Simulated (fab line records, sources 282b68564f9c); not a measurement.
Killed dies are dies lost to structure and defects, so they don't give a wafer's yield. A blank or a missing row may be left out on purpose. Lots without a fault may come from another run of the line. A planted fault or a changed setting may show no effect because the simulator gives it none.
Which tool did it? | flow rit_cmos | 14 lots, 42 wafers sampled, at 5 steps of a route of 202

WHAT THE GAUGES READ, wafer by wafer
RIT_CONTACT_THK_MEAS_01. Usual: CONTACT_TEOS_THK 401 nm, standard deviation 4.5.
lot  | measured    | on            | CONTACT_TEOS_THK (nm) | flag
L836 | day 3 02:49 | film_metro-03 | 401 406 405           |
L838 | day 3 13:02 | film_metro-03 | 398 401 407           |
L839 | day 3 17:08 | film_metro-01 | 396 406 402           |
L842 | day 4 12:07 | film_metro-03 | 394 399 400           |
L843 | day 4 15:38 | film_metro-01 | 401 403 410           |
L844 | day 4 23:44 | film_metro-01 | 398 394 400           |
L845 | day 5 01:04 | film_metro-01 | 391 396 400           |
L846 | day 5 11:32 | film_metro-03 | 398 404 404           |
L847 | day 5 15:19 | film_metro-03 | 400 404 408           |
L848 | day 5 19:26 | film_metro-01 | 239 405 241           | OFF
L851 | day 6 09:52 | film_metro-01 | 238 397 245           | OFF
L856 | day 7 11:56 | film_metro-03 | 399 401 398           |
L858 | day 7 21:10 | film_metro-02 | 397 402 398           |
L859 | day 8 02:53 | film_metro-02 | 402 403 405           |

RIT_CONTACT_CD_MEAS_08: target cd 1000 nm. Usual: cd_nm 999.5 nm, standard deviation 1.6.
lot  | measured    | on        | cd_nm (nm)           | flag
L836 | day 3 03:59 | cd_sem-01 | 998.7 1000.6 999.7   |
L838 | day 3 14:05 | cd_sem-02 | 999.3 998.7 999.9    |
L839 | day 3 18:13 | cd_sem-02 | 1000.5 997.9 998.2   |
L842 | day 4 13:13 | cd_sem-01 | 997.8 998.3 996.0    |
L843 | day 4 16:40 | cd_sem-02 | 999.5 1000.9 999.3   |
L844 | day 5 00:46 | cd_sem-02 | 999.7 1000.3 1001.1  |
L845 | day 5 02:15 | cd_sem-02 | 1000.0 998.1 1000.9  |
L846 | day 5 12:41 | cd_sem-02 | 999.3 1000.1 999.5   |
L847 | day 5 16:30 | cd_sem-01 | 1001.7 1001.4 1000.5 |
L848 | day 5 20:31 | cd_sem-02 | 999.0 1001.8 1002.8  |
L851 | day 6 10:53 | cd_sem-01 | 998.9 999.5 994.5    |
L856 | day 7 13:06 | cd_sem-01 | 1000.3 999.5 999.5   |
L858 | day 7 22:12 | cd_sem-01 | 998.7 998.4 998.9    |
L859 | day 8 04:02 | cd_sem-01 | 1002.3 1003.1 998.5  |

RIT_M1_CD_MEAS_90: target cd 2600 nm. Usual: cd_nm 2599 nm, standard deviation 3.
lot  | measured    | on        | cd_nm (nm)     | flag
L836 | day 3 08:07 | cd_sem-02 | 2597 2597 2597 |
L838 | day 3 17:57 | cd_sem-01 | 2599 2601 2600 |
L839 | day 3 21:49 | cd_sem-01 | 2600 2598 2600 |
L842 | day 4 16:38 | cd_sem-01 | 2599 2597 2600 |
L843 | day 4 20:15 | cd_sem-01 | 2603 2602 2600 |
L844 | day 5 04:19 | cd_sem-01 | 2599 2597 2599 |
L845 | day 5 05:40 | cd_sem-01 | 2601 2601 2601 |
L846 | day 5 16:08 | cd_sem-02 | 2594 2593 2593 |
L847 | day 5 20:11 | cd_sem-01 | 2600 2601 2598 |
L848 | day 6 00:05 | cd_sem-01 | 2598 2598 2597 |
L851 | day 6 14:28 | cd_sem-01 | 2598 2599 2598 |
L856 | day 7 16:36 | cd_sem-02 | 2599 2598 2599 |
L858 | day 8 01:49 | cd_sem-01 | 2601 2600 2601 |
L859 | day 8 07:28 | cd_sem-01 | 2600 2599 2598 |

WHICH TOOL RAN EACH LOT (tool, then ch and the chambers of the sampled wafers, then the start)
lot  | RIT_GATE_ETCH_19                | RIT_CONTACT_CVD_00
L836 | rie_si-02 ch 0,1,3, day 2 12:15 | pecvd-04 ch 0,1,2, day 3 02:45
L838 | rie_si-02 ch 1,3, day 2 22:43   | pecvd-01 ch 0,1,2, day 3 12:59
L839 | rie_si-01 ch 0,1, day 3 03:48   | pecvd-04 ch 0,1,2, day 3 17:05
L842 | rie_si-02 ch 0,3, day 3 20:37   | pecvd-04 ch 1,2, day 4 12:02
L843 | rie_si-01 ch 1,2,3, day 4 01:55 | pecvd-03 ch 1,2, day 4 15:34
L844 | rie_si-02 ch 0,1,2, day 4 09:22 | pecvd-01 ch 0,2, day 4 23:41
L845 | rie_si-01 ch 0,1,2, day 4 11:28 | pecvd-04 ch 0,1, day 5 01:01
L846 | rie_si-02 ch 0,1,3, day 4 18:35 | pecvd-03 ch 1,2, day 5 11:28
L847 | rie_si-01 ch 0,3, day 5 01:50   | pecvd-01 ch 1,2, day 5 15:16
L848 | rie_si-02 ch 0,1, day 5 05:00   | pecvd-04 ch 1,2, day 5 19:22
L851 | rie_si-01 ch 1,2,3, day 5 19:30 | pecvd-04 ch 0,1, day 6 09:49
L856 | rie_si-02 ch 0,2,3, day 6 22:26 | pecvd-01 ch 0,1,2, day 7 11:53
L858 | rie_si-02 ch 1,2,3, day 7 07:29 | pecvd-03 ch 0,2, day 7 21:07
L859 | rie_si-02 ch 0,1,3, day 7 12:55 | pecvd-01 ch 0,1, day 8 02:50
- RIT_GATE_ETCH_19: etches poly-Si in SF6/CHF3/O2, stops on SiO2, time 165 s, target depth 312.5 nm.
- RIT_CONTACT_CVD_00: deposits SiO2 from TEOS, target thk 400 nm, time 61 s.

WHAT THE TOOLS THEMSELVES READ (means of the sampled wafers that have a number; where no wafer has one, the mark that the record gives instead)
RIT_GATE_ETCH_19. Usual: drypump_motor_current_A 6.0 A, standard deviation 0.45; oes_product_au 0.848 a.u., standard deviation 0.018; throttle_valve_pct 10.27 %, standard deviation 0.11.
lot  | tool      | drypump_motor_current_A (A) | oes_product_au (a.u.) | throttle_valve_pct (%) | flag
L836 | rie_si-02 | 6.0                         | 0.854                 | 10.32                  |
L838 | rie_si-02 | 6.4                         | 0.867                 | 10.39                  |
L839 | rie_si-01 | 5.6                         | 0.843                 | 10.26                  |
L842 | rie_si-02 | 6.4                         | 0.853                 | 10.39                  |
L843 | rie_si-01 | 5.9                         | 0.846                 | 10.23                  |
L844 | rie_si-02 | 5.9                         | 0.850                 | 10.21                  |
L845 | rie_si-01 | 5.6                         | 0.856                 | 10.25                  |
L846 | rie_si-02 | 6.0                         | 0.858                 | 10.32                  |
L847 | rie_si-01 | 6.3                         | 0.830                 | 10.30                  |
L848 | rie_si-02 | 5.7                         | 0.842                 | 10.26                  |
L851 | rie_si-01 | 5.9                         | 0.847                 | 10.23                  |
L856 | rie_si-02 | 6.2                         | 0.852                 | 10.27                  |
L858 | rie_si-02 | 6.2                         | 0.843                 | 10.27                  |
L859 | rie_si-02 | 6.0                         | 0.848                 | 10.32                  |

RIT_CONTACT_CVD_00. Usual: heater_power_w 308 W, standard deviation 63.
lot  | tool     | heater_power_w (W) | flag
L836 | pecvd-04 | 261                |
L838 | pecvd-01 | 291                |
L839 | pecvd-04 | 266                |
L842 | pecvd-04 | 246                |
L843 | pecvd-03 | 397                |
L844 | pecvd-01 | 272                |
L845 | pecvd-04 | 223                |
L846 | pecvd-03 | 391                |
L847 | pecvd-01 | 268                |
L848 | pecvd-04 | 205                |
L851 | pecvd-04 | 225                |
L856 | pecvd-01 | 296                |
L858 | pecvd-03 | 378                |
L859 | pecvd-01 | 293                |

THE ANSWER, worked out from the rows above alone
Rule: a lot is off if the mean of its wafers that have a number lies more than 3 standard deviations from the usual mean. A lot without any number at a reading at which 4 lots or more have one is off too. The other lots that the step has rows for count as sound. The gauges are gone through in route order, then the tools' own readings, and for those a lot's mean is taken as printed above. The first step at which some lot is off is used, and at that step the reading that is off furthest; a lot without a number counts as furthest.
Off: L848, L851, at RIT_CONTACT_THK_MEAS_01 (CONTACT_TEOS_THK).
A tool fits if, at a process step before that reading, it ran every lot that is off, and no sound lot after the first of them. The gauges at RIT_CONTACT_THK_MEAS_01 are tried like those tools. Can't be told from this: 2 tools fit, pecvd-04 at RIT_CONTACT_CVD_00, film_metro-01 at RIT_CONTACT_THK_MEAS_01.

WHAT THE SIMULATOR HAD PUT IN
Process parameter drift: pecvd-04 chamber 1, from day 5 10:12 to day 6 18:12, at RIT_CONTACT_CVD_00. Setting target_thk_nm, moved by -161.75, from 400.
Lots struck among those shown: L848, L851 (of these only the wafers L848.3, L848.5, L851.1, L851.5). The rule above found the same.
